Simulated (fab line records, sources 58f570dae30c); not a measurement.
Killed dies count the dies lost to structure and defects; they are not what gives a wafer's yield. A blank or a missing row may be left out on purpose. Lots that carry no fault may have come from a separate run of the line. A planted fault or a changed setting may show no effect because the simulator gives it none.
Struck lot and sound lot, side by side || flow berkeley cmos170 || 14 steps out of a route of 331
Sound: these wafers, L805.2, L805.3, L805.5. The struck wafers were L814.1, L814.5, L814.6. The cause comes at the end.
Order at every step that has rows: each side's tool, ch and its chambers, its first start. Under that, the readings that differ: sound wafers || struck wafers || difference of the means || sigmas: that difference in standard deviations of wafers without a fault.
alike: same words and numbers on both sides, and readings whose means sit less than 2 such deviations apart. not compared: any withheld reading, any reading some wafer has no value for, any bound like >300 that may hide the same value, and any number with overlapping values for which the record gives no deviation.
The two part at a step that has a row with sigmas, a row that says differs or no value, or rows on one side only. Non-overlapping numbers with no deviation appear without sigmas and do not part them. A reading missing from all wafers of one side parts the sides only when that side holds two or more wafers.

first, 5 steps without rows for these wafers: UCB170_PWELL_CLEAN_18 (cleans in SPM, time 600 s); UCB170_PWELL_WET_ETCH_19 (etches Si3N4 in H3PO4, time 14400 s); UCB170_PWELL_WET_ETCH_20 (etches SiO2 in BOE, time 22 s); UCB170_WELLDRIVE_CLEAN_00 (cleans in SPM, time 600 s); UCB170_WELLDRIVE_OXIDATION_01 (target thk 199 nm, ox time 9000 s).
UCB170_WELLDRIVE_THK_MEAS_02:
  struck on film metro-04, day 7 07:48; sound on film metro-02, day 5 08:15
  alike: WELLDRIVE_OXIDE_THK
then, 5 steps without rows for these wafers: UCB170_WELLDRIVE_ANNEAL_03 (time 900 s); UCB170_WELLDRIVE_WET_ETCH_04 (etches SiO2 in BOE, time 120 s); UCB170_ACTIVE_CLEAN_00 (cleans in SPM, time 600 s); UCB170_ACTIVE_CLEAN_01 (cleans in dHF, time 60 s); UCB170_ACTIVE_OXIDATION_02 (target thk 26.4 nm, ox time 1260 s).
UCB170_ACTIVE_THK_MEAS_03:
  struck on film metro-03, day 7 20:57; sound on film metro-02, day 5 22:21
  alike: ACTIVE_OXIDE_THK
UCB170_ACTIVE_ANNEAL_04: time 900 s.
  sound on furnace-01 ch 0, day 6 01:31; struck on furnace-01, day 8 01:49
  no value came back on the struck wafers for spike tc centre C (C), spike tc load C (C); on the sound wafers spike tc centre C (C) reads 1000.7 1001.4 1001.1
then, 1 step without rows for these wafers: UCB170_ACTIVE_CVD_05 (deposits Si3N4 from SiH2Cl2/NH3, target thk 220 nm, time 3300 s).

WHERE THEY PART
UCB170_ACTIVE_ANNEAL_04 only, going by this record.

WHY: what the simulator had put in
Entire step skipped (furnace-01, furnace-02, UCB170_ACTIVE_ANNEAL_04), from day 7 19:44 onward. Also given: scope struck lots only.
